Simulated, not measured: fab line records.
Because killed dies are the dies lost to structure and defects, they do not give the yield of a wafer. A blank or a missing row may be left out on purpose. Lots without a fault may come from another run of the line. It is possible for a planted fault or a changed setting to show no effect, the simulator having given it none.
Comparing a struck lot with a sound one | flow rit-cmos | 14 out of 202 route steps
Sound: the wafers L113.1, L113.3, L113.4. Wafers struck: L124.2, L124.3, L124.5. The cause is named last.
Order at every step that has rows: each side's tool, ch and its chambers, its first start. Under that, the readings that differ: sound wafers | struck wafers | difference of the means | sigmas: that difference in standard deviations of wafers without a fault.
alike: readings with means less than 2 such deviations apart, plus words and numbers identical on both sides. not compared: withheld readings, readings lacking a value on some wafer, bounds such as >300 that could conceal the same value, and numbers that have no deviation in the record and whose values overlap.
A row with sigmas, a row that says differs or no value, or rows on one side alone: a step with any of these is where the two part. Numbers that have no deviation but don't overlap get no sigmas and don't part them. A reading missing from all wafers of one side parts the sides only when that side holds two or more wafers.

first, 2 steps without rows for these wafers: RIT_GATE_CLEAN_03 (cleans in SC2, time 600 s); RIT_GATE_CLEAN_04 (cleans in dHF, time 60 s).
RIT_FOX2_THK_MEAS_91:
  sound on film-metro-03, day 3 05:17; struck on film-metro-03, day 5 11:42
  alike: FIELD_OXIDE_LEFT_2_THK
then, 2 steps without rows for these wafers: RIT_GATE_OXIDATION_05 (target thk 3 nm, ox time 270 s); RIT_GATE_ANNEAL_06 (time 600 s).
RIT_GATE_THK_MEAS_07:
  sound on film-metro-01, day 3 06:44; struck on film-metro-02, day 5 13:53
  alike: GATE_OXIDE_THK
then, 1 step without rows for these wafers: RIT_GATE_CVD_08 (deposits poly-Si from SiH4, target thk 250 nm, time 2220 s).
RIT_GATE_THK_MEAS_09:
  sound on film-metro-03, day 3 08:25; struck on film-metro-02, day 5 15:34
  alike: GATE_POLY_THK
then, 4 steps without rows for these wafers: RIT_GATE_HMDS_10 (prime time 60 s); RIT_GATE_COAT_11 (resist thk 850 nm); RIT_GATE_SOFTBAKE_12 (time 60 s); RIT_GATE_EXPOSE_13 (exposes mask M6, target cd 150 nm).
RIT_GATE_PEB_14:
  struck on litho-track-01, day 5 16:20; sound on litho-track-01 ch 0, day 3 09:10
  reading         | sound          | struck | difference                    | sigmas
  exhaust-pa (Pa) | 43.4 45.7 45.8 | - - -  | no value on the struck wafers |
  not compared: chill-plate-temp-C
then, 1 step without rows for these wafers: RIT_GATE_DEVELOP_15 (develop time 50 s).

## WHERE THEY PART
At RIT_GATE_PEB_14 and nowhere else, as far as this record goes.

WHY: what had been put in by the simulator
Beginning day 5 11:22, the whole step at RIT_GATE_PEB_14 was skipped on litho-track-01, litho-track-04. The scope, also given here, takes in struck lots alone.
